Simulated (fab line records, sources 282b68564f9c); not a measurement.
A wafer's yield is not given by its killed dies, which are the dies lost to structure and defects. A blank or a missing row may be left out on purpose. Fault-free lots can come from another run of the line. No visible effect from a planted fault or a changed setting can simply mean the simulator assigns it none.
A struck lot beside a sound one | flow rit-cmos | 15 steps out of a route of 202
Sound: wafers L574.3, L574.4, L574.6. Struck: wafer L585.1 (left out: L585.2, L585.4 of the same lot, which were not struck); the cause appears at the end.
Each step with rows lists, per side, the tool, then ch with its chambers, then its first start. Under that, the readings that differ: sound wafers | struck wafers | difference of the means | sigmas: that difference in standard deviations of wafers without a fault.
alike: a reading whose means differ by less than 2 such deviations, as well as words and numbers matching on both sides. not compared: withheld readings; readings where some wafer has no value; bounds like >300 that might hide an equal value; numbers whose values overlap and for which the record gives no deviation.
A row with sigmas, a row that says differs or no value, or rows on one side alone: a step with any of these is where the two part. When numbers do not overlap yet have no deviation, they are printed without sigmas and do not part them. Lack of a reading on every wafer of one side parts them only where that side has two or more wafers.

RIT_CONTACT_CVD_00: deposits SiO2 from TEOS, target thk 400 nm, time 62.35 s.
  sound on pecvd-04 ch 0,1, day 4 04:09; struck on pecvd-02 ch 1, day 6 10:31
  alike: heater-power-w
RIT_CONTACT_THK_MEAS_01:
  sound on film-metro-01, day 4 04:13; struck on film-metro-01, day 6 10:34
  alike: CONTACT_TEOS_THK
then, 6 steps without rows for these wafers: RIT_CONTACT_HMDS_02 (prime time 60 s); RIT_CONTACT_COAT_03 (resist thk 991.3 nm); RIT_CONTACT_SOFTBAKE_04 (time 60 s); RIT_CONTACT_EXPOSE_05 (exposes mask M11, target cd 1000 nm); RIT_CONTACT_PEB_06; RIT_CONTACT_DEVELOP_07 (develop time 120 s).
RIT_CONTACT_CD_MEAS_08 targets a cd of 1000 nm.
  sound on cd-sem-01, day 4 05:16; struck on cd-sem-02, day 6 11:36
  alike: cd-nm
RIT_CONTACT_OVL_MEAS_09:
  sound on overlay-02, day 4 05:22; struck on overlay-02, day 6 11:43
  alike: CONTACT_OVL
then, 1 step without rows for these wafers: RIT_CONTACT_HARDBAKE_10 (time 60 s).
RIT_CONTACT_ETCH_11: etches SiO2 in CHF3/CF4/Ar, stops on TiSi2, target depth 480 nm, time 320 s.
  sound on rie-diel-02 ch 0,2, day 4 05:40; struck on rie-diel-03 ch 2, day 6 11:55
  reading              | sound                | struck | difference | sigmas
  cf4-flow-sccm (sccm) | 10.045 10.020 10.051 | 9.968  | -0.071     | -3
  alike: drypump-motor-current-A, oes-product-au, throttle-valve-pct
  not compared: rf-hours-counter-h
RIT_CONTACT_STRIP_12: strips in O2, time 180 s.
  sound on plasma-asher-04 ch 0,1, day 4 05:55; struck on plasma-asher-01 ch 0, day 6 12:06
  reading                | sound             | struck | difference                   | sigmas
  rf-hours-counter-h (h) | - - -             | 1      | no value on the sound wafers |
  run-length-s (s)       | 207.2 208.8 207.2 | 264.5  | +56.8                        | +99 or more
  alike: drypump-motor-current-A
RIT_CONTACT_CD_MEAS_90 targets a cd of 1000 nm.
  sound on cd-sem-01, day 4 06:04; struck on cd-sem-01, day 6 12:17
  alike: cd-nm
RIT_M1_PROBE_99:
  sound wafers here have rows in the record (prober-01, day 4 10:59); struck ones have none

## WHERE THEY PART
First at RIT_CONTACT_ETCH_11; last, within this record, at RIT_M1_PROBE_99.

WHY: whatever the simulator had introduced
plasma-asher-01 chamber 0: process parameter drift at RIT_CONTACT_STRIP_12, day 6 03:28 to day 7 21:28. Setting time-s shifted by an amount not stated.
